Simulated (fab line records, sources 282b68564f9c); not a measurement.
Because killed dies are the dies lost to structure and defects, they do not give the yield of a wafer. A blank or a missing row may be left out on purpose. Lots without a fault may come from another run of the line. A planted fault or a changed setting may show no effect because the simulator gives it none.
The tool behind it: which one? ; flow ritCmos ; 7 lots with 21 wafers sampled at 2 steps, on a route of 202 steps

WHAT THE GAUGES READ, wafer by wafer
RIT_PRETRO_TW_MEAS_10.
lot;measured;on;PRETRO_TW
L773;day 2 18:11;filmMetro-02;472.9 474.1 472.4
L776;day 3 09:45;filmMetro-02;470.5 470.5 471.0
L778;day 3 18:41;filmMetro-04;591.3 592.2 590.7
L783;day 4 20:10;filmMetro-01;593.9 589.5 591.2
L788;day 5 20:17;filmMetro-04;477.6 477.7 477.4
L791;day 6 11:46;filmMetro-02;475.8 473.5 475.2
L793;day 6 21:50;filmMetro-02;477.6 475.5 471.3

WHAT TOOL EACH LOT RAN ON (gives the tool, then ch and the chambers of the sampled wafers, and finally the start)
lot;RIT_PRETRO_IMPLANT_08
L773;implanter-03 ch 0, day 2 17:52
L776;implanter-01 ch 0, day 3 09:17
L778;implanter-03 ch 0, day 3 18:02
L783;implanter-01 ch 0, day 4 19:33
L788;implanter-01 ch 0, day 5 19:58
L791;implanter-04 ch 0, day 6 11:27
L793;implanter-01 ch 0, day 6 21:30
- RIT_PRETRO_IMPLANT_08

THE ANSWER, worked out from the rows above alone
Rule: the lots themselves supply what counts as usual. Put in order of their means at a reading, lots are off if they are a third of the lots or fewer, leave a main group of 4 or more, and stand apart from it by a gap of 3 or more times the standard deviation of the main group's means; of several such gaps the widest counts. A main group whose means are all the same, to the digits that the tables above print for the reading, isn't used. Also off: a lot with no number at a reading for which 4 or more lots have one. Where the step has rows for the other lots, those lots are counted as sound.
Off: L778, L783, at RIT_PRETRO_TW_MEAS_10 (PRETRO_TW). For the main group the mean is 474.2 and the standard deviation 2.3.
A tool fits if, at a process step before that reading, it ran every lot that is off, and no sound lot after the first of them. Those tools and the gauges at RIT_PRETRO_TW_MEAS_10 are tried in the same way. No candidate that was tried fits.

WHAT THE SIMULATOR HAD PUT IN
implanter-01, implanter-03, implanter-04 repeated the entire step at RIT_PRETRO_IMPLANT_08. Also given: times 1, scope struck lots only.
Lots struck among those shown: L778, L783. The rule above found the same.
